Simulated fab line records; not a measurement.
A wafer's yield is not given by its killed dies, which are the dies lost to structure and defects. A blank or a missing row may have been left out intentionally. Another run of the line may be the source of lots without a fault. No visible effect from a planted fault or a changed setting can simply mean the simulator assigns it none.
Matching of chambers -- flow berkeley-cmos170 -- UCB170_GATE_ETCH_15 on rie-si-01: 4 sister chambers
The step etches poly-Si in HBr/Cl2, stops on SiO2, time 56.3 s, target depth 278.2 nm. 18 wafers are shown with their chamber, then 9 later ones without.

WAFERS WITH THEIR CHAMBER
wafer,chamber,throttle-valve-pct (%),drypump-motor-current-A (A),oes-product-au (a.u.)
L686.1,0,26.15,4.9,0.851
L686.3,2,26.05,6.5,0.825
L686.6,1,26.75,5.9,0.847
L683.1,3,26.35,6.0,0.847
L683.2,1,26.74,5.9,0.851
L683.6,2,26.04,6.5,0.815
L685.1,1,26.72,5.8,0.853
L685.2,0,26.15,4.9,0.856
L685.5,0,26.15,4.9,0.846
L688.3,2,26.04,6.5,0.825
L688.5,1,26.74,5.9,0.851
L688.6,0,26.16,4.9,0.851
L692.1,2,26.04,6.5,0.823
L692.5,2,26.04,6.6,0.820
L692.6,1,26.73,5.9,0.858
L696.3,0,26.17,4.9,0.850
L696.4,0,26.16,4.9,0.841
L696.6,2,26.05,6.6,0.820

SIGNATURES (means of the wafers above)
reading,chamber 0,chamber 1,chamber 2,chamber 3,scatter within a chamber
throttle-valve-pct,26.1567,26.7360,26.0433,26.3500,0.0084
drypump-motor-current-A,4.900,5.880,6.533,6.000,0.039
oes-product-au,0.84917,0.85200,0.82133,0.84700,0.00438
Rule: for a wafer and a chamber, the distance is found by dividing, reading by reading, the gap between the wafer's reading and the chamber's mean by the reading's scatter, squaring, summing and taking the root. The wafer belongs to the nearest chamber; if the next one is less than 2 further off, it can't be placed. The scatter: the root of (the sum of the squares of (reading less its chamber's mean) over the shown wafers, divided by (wafers less chambers)).

WAFERS WHOSE CHAMBER IS MISSING
wafer,throttle-valve-pct (%),drypump-motor-current-A (A),oes-product-au (a.u.)
L699.1,26.16,6.0,0.834
L699.2,26.70,5.9,0.852
L699.4,26.03,6.5,0.817
L702.1,26.03,6.5,0.822
L702.4,26.17,6.0,0.849
L702.6,26.74,5.9,0.854
L704.1,26.03,6.5,0.830
L704.4,26.17,6.0,0.853
L704.5,26.17,6.0,0.858

WHICH CHAMBER EACH WENT THROUGH
wafer,from the rows above,in truth
L699.1,2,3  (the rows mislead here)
L699.2,1,1
L699.4,2,2
L702.1,2,2
L702.4,can't be placed: 2 or 3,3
L702.6,1,1
L704.1,2,2
L704.4,can't be placed: 3 or 2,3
L704.5,can't be placed: 3 or 2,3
Placed correctly: 5 of 9. From these rows, 3 cannot be placed; in 3 the true chamber is one of the candidates. Placed wrongly: 1.
